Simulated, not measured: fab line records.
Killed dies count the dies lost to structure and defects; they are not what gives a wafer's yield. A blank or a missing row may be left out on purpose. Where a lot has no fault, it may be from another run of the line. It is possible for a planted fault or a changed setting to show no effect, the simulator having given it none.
fab line records    flow berkeley-cmos170    part 1 of 2: steps 1 to 23 of 33
record lots=5  wafers=15  last-day=11
route steps=331 shown PWELL@35 WELLDRIVE@55 ACTIVE@60
lots that met no fault: taken from a fault-free run of the same line
start-h: hours from the record's first day to the start of the lot's first wafer shown    wait-h: how many hours have passed since the lot's step before this one    " identical to the entry in the row above    L1.1+2: several wafers, shown together as one row    - either no value or no given start    * or withheld: withheld    < > ~ a bound
route shown NAME@n: NAME is a module with steps in the file, n the number in the route of the first one    usual: mean and standard deviation over wafers with no fault    same: alike in all rows    chamber/n: place in a boat    sites: each site's reading    _std_site: their standard deviation    _edge_site: outer sites' mean less inner sites'    radius-mm: how far each site lies from the wafer's centre    mask NAME#n: copy n    behind: the tool/chamber that last shaped the wafer    hold: what put the lot on hold/how long, in hours/how the hold closed    device: names the non-switching transistor (n, p or np)    end of line: tests run on the same wafers once the route is complete    a step without rows: its recipe alone    killed: the dies lost at the first sort to structure and to defects; this is not the yield of the wafer    map: a wafer's dies, marking killed ones x, the rest . and places with no die _
set.NAME: the setting the step ran with; set.NAME@STEP: the setting that earlier step ran with    model.NAME: the simulator's own value behind a step, which no gauge read
lots at selected steps of the route; one table per step, one row per wafer
services: a tool's chamber out of use, with start hour (start-h, from the record's first day; less than 0 if before it), hours out, and reason
## steps
# step UCB170_PWELL_CLEAN_01
# recipe chemistry=dHF  dilution=25:1  time-s=60
lot.wafer   tool          chamber  start-h  wait-h
L076.1+3+5  wet-bench-02  0        47.70    0.0
L077.1+3+5  wet-bench-01  3        52.47    0.0
L078.2+3+4  wet-bench-04  2        63.93    0.0
L079.3+5+6  wet-bench-02  0        76.20    0.0
L097.1+5+6  wet-bench-02  0        150.97   0.1
# step UCB170_PWELL_OXIDATION_02
# recipe temp-c=1000  ambient=O2  target-thk-a=264  ox-time-s=1260
# usual spike-tc-centre-C=1002.5/1.1
lot.wafer  tool        chamber  start-h  wait-h  spike-tc-centre-C
L076.1     furnace-04  0        48.95    1.2     1001.5
L076.3     "           0        "        "       1002.1
L076.5     "           0        "        "       1001.2
L077.1     furnace-04  0        62.47    10.0    1002.3
L077.3     "           0        "        "       1003.7
L077.5     "           0        "        "       1000.0
L078.2     furnace-04  0        69.17    5.2     1001.7
L078.3     "           0        "        "       1002.6
L078.4     "           0        "        "       1002.3
L079.3     furnace-01  0        81.11    4.9     1002.6
L079.5     "           0        "        "       1002.8
L079.6     "           0        "        "       1001.8
L097.1     furnace-04  0        151.90   0.9     1001.5
L097.5     "           0        "        "       1002.5
L097.6     "           0        "        "       1001.0
# step UCB170_PWELL_THK_MEAS_03
# recipe reads=SiO2_of_PWELL_OXIDATION_02
# usual PWELL_OXIDE_THK=26.4/0.46
lot.wafer  tool           chamber  start-h  wait-h  PWELL_OXIDE_THK[nm]
L076.1     film-metro-01  -        50.30    0.0     26.2
L076.3     "              -        "        "       26.0
L076.5     "              -        "        "       26.5
L077.1     film-metro-03  -        63.82    0.0     26.9
L077.3     "              -        "        "       26.6
L077.5     "              -        "        "       26.5
L078.2     film-metro-03  -        70.53    0.0     27.0
L078.3     "              -        "        "       26.4
L078.4     "              -        "        "       27.2
L079.3     film-metro-04  -        82.48    0.0     26.2
L079.5     "              -        "        "       26.5
L079.6     "              -        "        "       26.4
L097.1     film-metro-04  -        153.25   0.0     26.0
L097.5     "              -        "        "       25.7
L097.6     "              -        "        "       25.7
# step UCB170_PWELL_ANNEAL_04
# recipe temp-c=1000  time-s=900  ambient=N2
# usual spike-tc-centre-C=1002.4/1
lot.wafer  tool        chamber  start-h  wait-h  spike-tc-centre-C
L076.1     furnace-04  0        59.89    9.6     1001.2
L076.3     "           0        "        "       1002.4
L076.5     "           0        "        "       1002.0
L077.1     furnace-01  0        69.10    5.3     1002.8
L077.3     "           0        "        "       1003.9
L077.5     "           0        "        "       1003.8
L078.2     furnace-01  0        75.68    5.1     1004.3
L078.3     "           0        "        "       1003.4
L078.4     "           0        "        "       1003.5
L079.3     furnace-04  0        88.19    5.7     1003.2
L079.5     "           0        "        "       1002.8
L079.6     "           0        "        "       1000.6
L097.1     furnace-01  0        154.23   1.0     1001.0
L097.5     "           0        "        "       1003.9
L097.6     "           0        "        "       1001.1
# step UCB170_PWELL_CVD_05
# recipe material=Si3N4  target-thk-nm=220  temp-c=800  precursor=SiH2Cl2/NH3  time-s=3300  pressure-mtorr=200  sih2cl2-flow-sccm=25  nh3-flow-sccm=75
# usual spike-tc-centre-C=802.3/1.3
lot.wafer  tool      chamber  start-h  wait-h  spike-tc-centre-C
L076.1     lpcvd-02  0        61.14    0.0     803.4
L076.3     "         0        "        "       802.8
L076.5     "         0        "        "       803.4
L077.1     lpcvd-02  1        70.35    0.0     805.1
L077.3     "         1        "        "       805.4
L077.5     "         1        "        "       802.0
L078.2     lpcvd-01  1        77.60    0.7     803.5
L078.3     "         1        "        "       802.2
L078.4     "         1        "        "       801.6
L079.3     lpcvd-01  1        89.44    0.0     801.4
L079.5     "         1        "        "       802.1
L079.6     "         1        "        "       802.5
L097.1     lpcvd-01  1        155.48   0.0     802.4
L097.5     "         1        "        "       802.9
L097.6     "         1        "        "       803.1
# step UCB170_PWELL_THK_MEAS_06
# recipe reads=Si3N4_of_PWELL_CVD_05
# usual PWELL_NITRIDE_THK=220.2/1.6
lot.wafer  tool           chamber  start-h  wait-h  PWELL_NITRIDE_THK[nm]
L076.1     film-metro-04  -        63.05    0.0     219.1
L076.3     "              -        "        "       219.6
L076.5     "              -        "        "       221.0
L077.1     film-metro-03  -        72.26    0.0     219.8
L077.3     "              -        "        "       221.2
L077.5     "              -        "        "       221.2
L078.2     film-metro-04  -        79.52    0.0     219.6
L078.3     "              -        "        "       218.9
L078.4     "              -        "        "       216.6
L079.3     film-metro-03  -        92.33    0.0     220.0
L079.5     "              -        "        "       220.4
L079.6     "              -        "        "       220.0
L097.1     film-metro-04  -        157.40   0.0     221.0
L097.5     "              -        "        "       221.7
L097.6     "              -        "        "       222.6
# step UCB170_PWELL_HMDS_07
# recipe prime-time-s=60  prime-temp-c=100
# usual exhaust-pa=45.0/0.86  resist-line-temp-C=23.02/0.094
lot.wafer  tool            chamber  start-h  wait-h  exhaust-pa  resist-line-temp-C
L076.1     litho-track-04  0        63.11    0.1     44.3        23.07
L076.3     "               0        "        "       43.9        23.25
L076.5     "               0        "        "       43.9        23.04
L077.1     litho-track-01  0        72.45    0.2     43.6        23.05
L077.3     "               0        "        "       45.0        23.03
L077.5     "               0        "        "       46.3        22.85
L078.2     litho-track-04  0        79.60    0.1     45.4        22.95
L078.3     "               0        "        "       43.8        23.04
L078.4     "               0        "        "       44.8        22.98
L079.3     litho-track-04  0        92.42    0.1     45.2        23.06
L079.5     "               0        "        "       46.6        23.07
L079.6     "               0        "        "       46.0        23.11
L097.1     litho-track-02  0        157.46   0.1     45.5        23.12
L097.5     "               0        "        "       45.6        23.20
L097.6     "               0        "        "       46.3        23.02
# step UCB170_PWELL_COAT_08
# recipe resist=KrF  spin-rpm=1500  resist-thk-nm=900
# usual exhaust-pa=45.0/1  resist-line-temp-C=23.00/0.12
lot.wafer  tool            chamber  start-h  wait-h  exhaust-pa  resist-line-temp-C
L076.1     litho-track-04  0        63.26    0.1     45.5        23.23
L076.3     "               0        "        "       44.7        23.32
L076.5     "               0        "        "       45.5        23.09
L077.1     litho-track-01  0        72.60    0.1     44.8        23.14
L077.3     "               0        "        "       44.7        23.19
L077.5     "               0        "        "       43.3        23.02
L078.2     litho-track-04  0        79.75    0.1     44.8        22.97
L078.3     "               0        "        "       45.4        22.94
L078.4     "               0        "        "       44.9        23.04
L079.3     litho-track-04  0        92.57    0.1     44.8        22.80
L079.5     "               0        "        "       46.1        22.76
L079.6     "               0        "        "       45.9        22.90
L097.1     litho-track-02  0        157.61   0.1     47.4        22.82
L097.5     "               0        "        "       46.2        23.04
L097.6     "               0        "        "       46.3        22.99
# step UCB170_PWELL_SOFTBAKE_09
# recipe resist=KrF  temp-c=130  time-s=62.09
# usual exhaust-pa=45.0/0.9  plate-sensor-t-centre-C=131.41/0.01  plate-sensor-t-edge-C=131.53/0.01  resist-line-temp-C=23.02/0.1
lot.wafer  tool            chamber  start-h  wait-h  exhaust-pa  plate-sensor-t-centre-C  plate-sensor-t-edge-C  resist-line-temp-C
L076.1     litho-track-04  0        63.41    0.1     44.4        131.39                   131.52                 23.07
L076.3     "               0        "        "       45.2        131.41                   131.54                 23.11
L076.5     "               0        "        "       45.9        131.39                   131.53                 23.10
L077.1     litho-track-01  0        72.75    0.1     44.0        131.41                   131.53                 23.05
L077.3     "               0        "        "       44.7        131.39                   131.51                 22.99
L077.5     "               0        "        "       45.2        131.41                   131.54                 23.01
L078.2     litho-track-04  0        79.90    0.1     44.9        131.43                   131.53                 23.02
L078.3     "               0        "        "       45.4        131.38                   131.53                 23.11
L078.4     "               0        "        "       46.4        131.42                   131.52                 22.91
L079.3     litho-track-04  0        92.72    0.1     43.3        131.42                   131.53                 22.90
L079.5     "               0        "        "       44.0        131.41                   131.53                 22.77
L079.6     "               0        "        "       45.1        131.4                    131.53                 23.09
L097.1     litho-track-02  0        157.76   0.1     45.1        131.4                    131.53                 23.01
L097.5     "               0        "        "       45.1        131.42                   131.53                 23.04
L097.6     "               0        "        "       44.1        131.42                   131.52                 23.13
# step UCB170_PWELL_EXPOSE_10
# recipe mask-id=PWELL  target-cd-nm=3000  na=0.5  sigma-outer=0.6  source-shape=conventional  dose-mj=19
# usual exposure-dose-mJ-cm2=18.998/0.017
lot.wafer  tool            chamber  start-h  wait-h  mask     exposure-dose-mJ-cm2
L076.1     krf-scanner-02  0        63.69    0.2     PWELL#0  18.995
L076.3     "               0        "        "       PWELL#0  18.997
L076.5     "               0        "        "       PWELL#0  18.979
L077.1     krf-scanner-02  0        73.02    0.2     PWELL#0  19.007
L077.3     "               0        "        "       PWELL#0  18.978
L077.5     "               0        "        "       PWELL#0  18.994
L078.2     krf-scanner-01  0        80.17    0.2     PWELL#0  19.011
L078.3     "               0        "        "       PWELL#0  19.006
L078.4     "               0        "        "       PWELL#0  19.004
L079.3     krf-scanner-02  0        92.86    0.1     PWELL#0  18.985
L079.5     "               0        "        "       PWELL#0  18.970
L079.6     "               0        "        "       PWELL#0  18.984
L097.1     krf-scanner-01  0        158.03   0.2     PWELL#0  19.026
L097.5     "               0        "        "       PWELL#0  18.993
L097.6     "               0        "        "       PWELL#0  19.025
# step UCB170_PWELL_PEB_11
# recipe peb-temp-c=130  peb-time-s=withheld  resist=KrF
# usual exhaust-pa=44.9/0.98  resist-line-temp-C=23.02/0.1
lot.wafer  tool            chamber  start-h  wait-h  exhaust-pa  resist-line-temp-C
L076.1     litho-track-02  0        63.81    0.1     44.3        23.05
L076.3     "               0        "        "       44.7        23.00
L076.5     "               0        "        "       45.0        23.13
L077.1     litho-track-02  0        73.24    0.2     45.8        23.00
L077.3     "               0        "        "       45.5        22.93
L077.5     "               0        "        "       45.1        22.95
L078.2     litho-track-02  0        80.29    0.1     45.2        23.02
L078.3     "               0        "        "       46.8        23.03
L078.4     "               0        "        "       45.8        22.97
L079.3     litho-track-02  0        92.99    0.1     45.3        23.07
L079.5     "               0        "        "       45.0        22.95
L079.6     "               0        "        "       45.3        23.12
L097.1     litho-track-02  0        158.15   0.1     44.0        23.05
L097.5     "               0        "        "       44.6        22.92
L097.6     "               0        "        "       43.9        22.97
# step UCB170_PWELL_DEVELOP_12
# recipe developer=TMAH  develop-time-s=45  resist=KrF  dev-temp-c=21
# usual exhaust-pa=45.1/0.85  resist-line-temp-C=22.99/0.11
lot.wafer  tool            chamber  start-h  wait-h  exhaust-pa  resist-line-temp-C
L076.1     litho-track-02  0        -        -       45.6        22.91
L076.3     "               0        "        "       45.5        22.81
L076.5     "               0        "        "       43.7        22.87
L077.1     litho-track-02  0        -        -       44.3        23.10
L077.3     "               0        "        "       44.3        23.01
L077.5     "               0        "        "       44.8        22.99
L078.2     litho-track-02  0        -        -       45.1        23.06
L078.3     "               0        "        "       43.8        22.91
L078.4     "               0        "        "       44.8        23.04
L079.3     litho-track-02  0        -        -       45.1        22.95
L079.5     "               0        "        "       44.0        23.12
L079.6     "               0        "        "       44.3        23.05
L097.1     litho-track-02  0        -        -       44.6        22.82
L097.5     "               0        "        "       44.5        22.96
L097.6     "               0        "        "       44.5        23.04
# step UCB170_PWELL_OVL_MEAS_13
# usual PWELL_OVL=0/5.3
lot.wafer  tool        chamber  start-h  wait-h  PWELL_OVL[nm]
L076.1     overlay-02  -        64.08    -       2
L076.3     "           -        "        "       2
L076.5     "           -        "        "       -1
L077.1     overlay-02  -        73.51    -       6
L077.3     "           -        "        "       0
L077.5     "           -        "        "       8
L078.2     overlay-02  -        80.55    -       8
L078.3     "           -        "        "       2
L078.4     "           -        "        "       13
L079.3     overlay-01  -        93.23    -       -1
L079.5     "           -        "        "       0
L079.6     "           -        "        "       7
L097.1     overlay-01  -        158.42   -       -4
L097.5     "           -        "        "       3
L097.6     "           -        "        "       3
# step UCB170_PWELL_ETCH_14
# recipe chemistry=CH3F/Ar/O2  target=Si3N4  stop-on=SiO2  CH3F_flow_sccm=20  Ar_flow_sccm=50  O2_flow_sccm=7  pressure-mtorr=50  rf-w=450  target-depth-a=2420  over-etch-frac=0.1  time-s=151
# usual drypump-motor-current-A=5.7/0.4  oes-product-au=0.943/0.017  throttle-valve-pct=8.05/0.11
lot.wafer  tool         chamber  start-h  wait-h  drypump-motor-current-A  oes-product-au  rf-hours-counter-h  throttle-valve-pct
L076.1     rie-diel-04  0        64.12    0.0     5.8                      0.927           83                  7.93
L076.3     "            2        "        "       5.7                      0.949           112                 7.93
L076.5     "            0        "        "       5.8                      0.935           -                   7.95
L077.1     rie-diel-02  3        73.55    0.0     5.2                      0.928           13                  8.15
L077.3     "            1        "        "       6.2                      0.961           6                   8.01
L077.5     "            1        "        "       6.3                      0.972           -                   8.00
L078.2     rie-diel-04  2        80.58    0.0     5.7                      0.942           112                 7.94
L078.3     "            0        "        "       5.8                      0.919           84                  7.95
L078.4     "            1        "        "       6.2                      0.963           144                 8.12
L079.3     rie-diel-03  3        93.25    0.0     5.7                      0.935           11                  8.10
L079.5     "            2        "        "       5.5                      0.938           -                   8.16
L079.6     "            1        "        "       5.0                      0.940           -                   7.79
L097.1     rie-diel-03  0        158.46   0.0     6.1                      0.968           106                 8.06
L097.5     "            3        "        "       5.7                      0.935           -                   8.10
L097.6     "            2        "        "       5.5                      0.947           -                   8.17
# step UCB170_PWELL_IMPLANT_15
# recipe species=B  dose-cm2=5e+12  energy-kev=60  tilt-deg=7
# usual beam-on-s=10.00/0.19
lot.wafer  tool          chamber  start-h  wait-h  beam-on-s
L076.1     implanter-02  0        64.22    0.1     9.96
L076.3     "             0        "        "       9.80
L076.5     "             0        "        "       10.05
L077.1     implanter-02  0        73.65    0.1     10.18
L077.3     "             0        "        "       9.86
L077.5     "             0        "        "       9.78
L078.2     implanter-01  0        80.70    0.1     9.79
L078.3     "             0        "        "       9.88
L078.4     "             0        "        "       10.13
L079.3     implanter-02  0        93.40    0.1     10.21
L079.5     "             0        "        "       9.88
L079.6     "             0        "        "       10.01
L097.1     implanter-01  0        158.56   0.1     10.19
L097.5     "             0        "        "       9.93
L097.6     "             0        "        "       10.01
# step UCB170_PWELL_STRIP_16
# recipe chemistry=O2  power-w=400  pressure-mtorr=3500  platen-temp-c=withheld  o2-flow-sccm=400  overash-fraction=0.5
# usual drypump-motor-current-A=5.9/0.36  oes-product-au=0.721/0.0044  strip-time-to-endpoint-s=18.06/0.094
# same overash-fraction=0.5
lot.wafer  tool             chamber  start-h  wait-h  drypump-motor-current-A  oes-product-au  rf-hours-counter-h  strip-time-to-endpoint-s
L076.1     plasma-asher-03  0        64.37    0.1     6.3                      0.722           29                  17.99
L076.3     "                1        "        "       5.7                      0.721           -                   18.10
L076.5     "                0        "        "       6.3                      0.722           -                   18.04
L077.1     plasma-asher-01  1        73.80    0.1     6.3                      0.726           38                  18.01
L077.3     "                1        "        "       6.3                      0.726           -                   17.99
L077.5     "                0        "        "       5.6                      0.722           -                   17.83
L078.2     plasma-asher-03  0        80.83    0.1     6.3                      0.714           30                  18.00
L078.3     "                0        "        "       6.3                      0.723           -                   17.96
L078.4     "                1        "        "       5.7                      0.722           -                   18.03
L079.3     plasma-asher-03  1        93.53    0.1     5.8                      0.726           -                   18.14
L079.5     "                1        "        "       5.8                      0.721           -                   18.22
L079.6     "                0        "        "       6.3                      0.716           -                   18.05
L097.1     plasma-asher-04  0        158.71   0.1     6.1                      0.726           4                   17.98
L097.5     "                1        "        "       5.2                      0.727           -                   18.02
L097.6     "                0        "        "       6.1                      0.724           -                   18.01
# step UCB170_PWELL_TW_MEAS_17
# usual PWELL_TW=377/3.3
lot.wafer  tool           chamber  start-h  wait-h  PWELL_TW
L076.1     film-metro-01  -        64.47    0.1     382
L076.3     "              -        "        "       378
L076.5     "              -        "        "       379
L077.1     film-metro-03  -        73.90    0.1     375
L077.3     "              -        "        "       374
L077.5     "              -        "        "       375
L078.2     film-metro-01  -        80.94    0.1     385
L078.3     "              -        "        "       383
L078.4     "              -        "        "       384
L079.3     film-metro-01  -        93.62    0.1     381
L079.5     "              -        "        "       385
L079.6     "              -        "        "       383
L097.1     film-metro-04  -        158.81   0.1     378
L097.5     "              -        "        "       375
L097.6     "              -        "        "       377
# step UCB170_PWELL_CLEAN_18
# recipe chemistry=SPM  temp-c=120  time-s=600
# usual bath-guard-temp-C=120.1/0.53  temp-c=119.98/0.15
lot.wafer  tool          chamber  start-h  wait-h  bath-guard-temp-C  temp-c
L076.1     wet-bench-04  0        64.53    0.1     120.1              119.95
L076.3     "             0        "        "       120.5              120.01
L076.5     "             0        "        "       120.4              120.04
L077.1     wet-bench-02  3        73.96    0.1     120.3              119.92
L077.3     "             3        "        "       120.5              119.92
L077.5     "             3        "        "       120.3              119.90
L078.2     wet-bench-02  2        80.99    0.0     120.0              119.80
L078.3     "             2        "        "       119.8              119.95
L078.4     "             2        "        "       120.1              120.22
L079.3     wet-bench-01  1        93.87    0.2     119.7              120.17
L079.5     "             1        "        "       119.5              120.06
L079.6     "             1        "        "       119.3              119.94
L097.1     wet-bench-02  1        158.87   0.1     119.3              119.97
L097.5     "             1        "        "       119.9              120.06
L097.6     "             1        "        "       119.2              119.86
# step UCB170_PWELL_WET_ETCH_19
# recipe chemistry=H3PO4  target=Si3N4  temp-c=160  time-s=14400
# usual bath-guard-temp-C=160.2/0.54  temp-c=160.05/0.14
lot.wafer  tool          chamber  start-h  wait-h  bath-guard-temp-C  temp-c
L076.1     wet-bench-02  3        64.70    0.0     160.8              160.03
L076.3     "             3        "        "       160.5              160.04
L076.5     "             3        "        "       160.4              160.08
L077.1     wet-bench-04  1        74.15    0.0     159.9              160.05
L077.3     "             1        "        "       159.7              160.30
L077.5     "             1        "        "       159.6              159.99
L078.2     wet-bench-02  2        81.22    0.1     160.0              160.03
L078.3     "             2        "        "       160.0              159.99
L078.4     "             2        "        "       160.4              160.27
L079.3     wet-bench-01  2        94.39    0.3     160.7              160.14
L079.5     "             2        "        "       160.7              160.08
L079.6     "             2        "        "       161.0              159.93
L097.1     wet-bench-01  1        159.04   0.0     159.6              160.02
L097.5     "             1        "        "       159.5              159.69
L097.6     "             1        "        "       159.7              159.99
# step UCB170_PWELL_WET_ETCH_20
# recipe chemistry=BOE  dilution=5:1  target=SiO2  temp-c=25  time-s=22
# usual temp-c=25.01/0.098
lot.wafer  tool          chamber  start-h  wait-h  temp-c
L076.1     wet-bench-02  2        68.71    0.0     25.03
L076.3     "             2        "        "       25.20
L076.5     "             2        "        "       25.02
L077.1     wet-bench-01  3        78.16    0.0     25.05
L077.3     "             3        "        "       24.87
L077.5     "             3        "        "       25.06
L078.2     wet-bench-04  2        85.23    0.0     24.97
L078.3     "             2        "        "       24.91
L078.4     "             2        "        "       25.13
L079.3     wet-bench-01  3        98.48    0.1     24.98
L079.5     "             3        "        "       24.78
L079.6     "             3        "        "       25.08
L097.1     wet-bench-01  3        163.61   0.2     25.02
L097.5     "             3        "        "       25.10
L097.6     "             3        "        "       24.92
# step UCB170_WELLDRIVE_CLEAN_00
# recipe chemistry=SPM  temp-c=120  time-s=600
# usual bath-guard-temp-C=120.4/0.62  temp-c=120.02/0.15
lot.wafer  tool          chamber  start-h  wait-h  bath-guard-temp-C  temp-c
L076.1     wet-bench-02  3        68.73    0.0     120.3              119.98
L076.3     "             3        "        "       120.3              119.86
L076.5     "             3        "        "       120.6              119.82
L077.1     wet-bench-02  3        78.17    0.0     120.8              120.04
L077.3     "             3        "        "       120.3              120.05
L077.5     "             3        "        "       120.2              119.92
L078.2     wet-bench-01  1        85.26    0.0     119.6              119.92
L078.3     "             1        "        "       119.6              119.86
L078.4     "             1        "        "       119.7              119.84
L079.3     wet-bench-01  2        98.67    0.2     120.8              120.08
L079.5     "             2        "        "       120.7              120.12
L079.6     "             2        "        "       120.7              119.96
L097.1     wet-bench-01  3        163.62   0.0     120.2              119.79
L097.5     "             3        "        "       119.7              119.86
L097.6     "             3        "        "       119.5              119.92
# step UCB170_WELLDRIVE_OXIDATION_01
# recipe temp-c=1100  ambient=O2  target-thk-a=1990  ox-time-s=9000
# usual spike-tc-centre-C=1102.6/1.1
lot.wafer  tool        chamber  start-h  wait-h  spike-tc-centre-C
L076.1     furnace-04  0        73.44    4.5     1102.7
L076.3     "           0        "        "       1102.1
L076.5     "           0        "        "       1101.8
L077.1     furnace-01  0        83.71    5.3     1103.7
L077.3     "           0        "        "       1103.7
L077.5     "           0        "        "       1102.8
L078.2     furnace-03  0        90.19    4.7     1103.3
L078.3     "           0        "        "       1101.5
L078.4     "           0        "        "       1102.6
L079.3     furnace-03  0        100.95   2.1     1102.6
L079.5     "           0        "        "       1101.6
L079.6     "           0        "        "       1103.2
L097.1     furnace-03  0        164.23   0.4     1104.3
L097.5     "           0        "        "       1104.2
L097.6     "           0        "        "       1100.5
# step UCB170_WELLDRIVE_THK_MEAS_02
# recipe reads=SiO2_of_WELLDRIVE_OXIDATION_01
# usual WELLDRIVE_OXIDE_THK=197/4
lot.wafer  tool           chamber  start-h  wait-h  WELLDRIVE_OXIDE_THK[nm]
L076.1     film-metro-04  -        76.94    0.0     205
L076.3     "              -        "        "       202
L076.5     "              -        "        "       204
L077.1     film-metro-04  -        87.21    0.0     201
L077.3     "              -        "        "       199
L077.5     "              -        "        "       199
L078.2     film-metro-02  -        93.70    0.0     205
L078.3     "              -        "        "       205
L078.4     "              -        "        "       204
L079.3     film-metro-04  -        104.47   0.0     198
L079.5     "              -        "        "       202
L079.6     "              -        "        "       198
L097.1     film-metro-03  -        167.73   0.0     199
L097.5     "              -        "        "       199
L097.6     "              -        "        "       196
